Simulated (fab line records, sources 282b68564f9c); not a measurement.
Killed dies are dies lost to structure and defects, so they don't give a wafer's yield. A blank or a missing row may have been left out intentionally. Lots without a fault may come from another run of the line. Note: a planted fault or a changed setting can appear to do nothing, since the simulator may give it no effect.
A struck lot beside a sound one -- flow rit-cmos -- 14 out of 202 route steps
Sound: these wafers, L230.2, L230.3, L230.4. The struck wafers were L219.3, L219.4, L219.5. The cause is named last.
Order at every step that has rows: each side's tool, ch and its chambers, its first start. Under that, the readings that differ: sound wafers -- struck wafers -- difference of the means -- sigmas: that difference in standard deviations of wafers without a fault.
alike: same words and numbers on both sides, and readings whose means sit less than 2 such deviations apart. not compared: any withheld reading, any reading some wafer has no value for, any bound like >300 that may hide the same value, and any number with overlapping values for which the record gives no deviation.
A row with sigmas, a row that says differs or no value, or rows on one side alone: a step with any of these is where the two part. Numbers that don't overlap but have no deviation are shown without sigmas and don't part them. A reading that every wafer of one side lacks parts them only if that side has two wafers or more.

first, 1 step without rows for these wafers: RIT_NRETRO_IMPLANT_08.
RIT_NRETRO_STRIP_09: strips in O2, time 180 s.
  sound on plasma-asher-03 ch 0,1, day 6 04:51; struck on plasma-asher-02 ch 0,1, day 3 21:35
  alike: chamber-pressure-mTorr, drypump-motor-current-A
  not compared: rf-hours-counter-h
RIT_NRETRO_TW_MEAS_10:
  sound: film-metro-02 at day 6 05:02; struck: film-metro-04 at day 3 21:43
  alike: NRETRO_TW
then, 6 steps without rows for these wafers: RIT_PRETRO_HMDS_00 (prime time 60 s); RIT_PRETRO_COAT_01 (resist thk 1300 nm); RIT_PRETRO_SOFTBAKE_02 (time 60 s); RIT_PRETRO_EXPOSE_03 (exposes mask M5, target cd 43700 nm); RIT_PRETRO_PEB_04; RIT_PRETRO_DEVELOP_05 (develop time 68 s).
RIT_PRETRO_OVL_MEAS_06:
  sound: overlay-02 at day 6 05:58; struck: overlay-02 at day 3 22:39
  alike: PRETRO_OVL
then, 2 steps without rows for these wafers: RIT_PRETRO_HARDBAKE_07 (time 120 s); RIT_PRETRO_IMPLANT_08.
RIT_PRETRO_STRIP_09: strips in O2, time 180 s.
  sound on plasma-asher-04 ch 0,1, day 6 06:24; struck on plasma-asher-03 ch 0,1, day 3 23:08
  no value came back on the struck wafers for chamber-pressure-mTorr (mTorr), drypump-motor-current-A (A); on the sound wafers chamber-pressure-mTorr (mTorr) reads 4004 4008 3999
reading,sound,struck,difference,sigmas
model.NOVOLAK_of_PRETRO_COAT_01.thk-nm (nm),0 0 0,1137 1140 1138,+1138,
  not compared: rf-hours-counter-h
RIT_PRETRO_TW_MEAS_10:
  sound: film-metro-04 at day 6 06:35; struck: film-metro-04 at day 3 23:16
  alike: PRETRO_TW

WHERE THEY PART
Only at RIT_PRETRO_STRIP_09, as far as this record shows. Later steps at which nothing parts them and some readings are alike: RIT_PRETRO_TW_MEAS_10.

WHY: what the simulator had put in
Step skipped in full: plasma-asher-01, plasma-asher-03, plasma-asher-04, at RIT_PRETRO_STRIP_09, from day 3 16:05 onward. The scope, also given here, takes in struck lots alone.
